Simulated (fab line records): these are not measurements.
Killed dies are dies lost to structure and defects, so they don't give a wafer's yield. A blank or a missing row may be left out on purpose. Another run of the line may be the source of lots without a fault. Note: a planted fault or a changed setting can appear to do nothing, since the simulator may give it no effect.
A struck lot beside a sound one :: flow berkeleyCmos170 :: 14 steps out of a route of 331
Sound: wafers L230.2, L230.4, L230.6. Wafers struck: L221.1, L221.2, L221.6. Last of all comes the cause.
Each step with rows lists, per side, the tool, then ch with its chambers, then its first start. Under that, the readings that differ: sound wafers :: struck wafers :: difference of the means :: sigmas: that difference in standard deviations of wafers without a fault.
alike: readings whose means differ by less than 2 such deviations, and words and numbers that are the same on both sides. not compared: withheld readings, readings that some wafer has no value for, bounds like >300 that may hide the same value, and numbers for which the record gives no deviation and whose values overlap.
The two part at a step that has a row with sigmas, a row that says differs or no value, or rows on one side only. Non-overlapping numbers with no deviation appear without sigmas and do not part them. A reading that every wafer of one side lacks parts them only if that side has two wafers or more.

UCB170_ZERO_ETCH_06: etches SiO2 in CHF3/CF4/Ar, time 12 s.
  sound on rieDiel-02 ch 2,3, day 5 00:45; struck on rieDiel-03 ch 0,3, day 2 19:19
  alike: CHF3_flow_sccm, drypumpMotorCurrentA, oesProductAu, throttleValvePct
  not compared: rfHoursCounterH
UCB170_ZERO_STRIP_07: strips in O2.
  sound on plasmaAsher-03 ch 0,1, day 5 00:46; struck on plasmaAsher-03 ch 0,1, day 2 19:21
  alike: drypumpMotorCurrentA, oesProductAu, stripTimeToEndpointS
  not compared: rfHoursCounterH
then, 2 steps without rows for these wafers: UCB170_NWELL_WET_ETCH_00 (etches SiO2 in dHF, time 200 s); UCB170_NWELL_OXIDATION_01 (target thk 26.4 nm, ox time 1260 s).
UCB170_NWELL_THK_MEAS_02:
  sound: filmMetro-01 at day 5 04:49; struck: filmMetro-01 at day 2 22:39
  alike: NWELL_OXIDE_THK
then, 2 steps without rows for these wafers: UCB170_NWELL_ANNEAL_03 (time 900 s); UCB170_NWELL_CVD_04 (deposits Si3N4 from SiH2Cl2/NH3, target thk 224 nm, time 3360 s).
UCB170_NWELL_THK_MEAS_05:
  sound: filmMetro-01 at day 5 12:51; struck: filmMetro-01 at day 3 06:20
  alike: NWELL_NITRIDE_THK
then, 4 steps without rows for these wafers: UCB170_NWELL_HMDS_06 (prime time 60 s); UCB170_NWELL_COAT_07 (resist thk 900 nm); UCB170_NWELL_SOFTBAKE_08 (time 60 s); UCB170_NWELL_EXPOSE_09 (exposes mask NWELL, target cd 3000 nm).
UCB170_NWELL_PEB_10:
  struck on lithoTrack-03, day 3 07:30; sound on lithoTrack-04 ch 0, day 5 14:23
  no value came back on the struck wafers for chillPlateTempC (C), exhaustPa (Pa); on the sound wafers chillPlateTempC (C) reads 23.00 23.06 22.96
then, 1 step without rows for these wafers: UCB170_NWELL_DEVELOP_11 (develop time 45 s).

== WHERE THEY PART ==
UCB170_NWELL_PEB_10 only, going by this record.

WHY: whatever the simulator had introduced
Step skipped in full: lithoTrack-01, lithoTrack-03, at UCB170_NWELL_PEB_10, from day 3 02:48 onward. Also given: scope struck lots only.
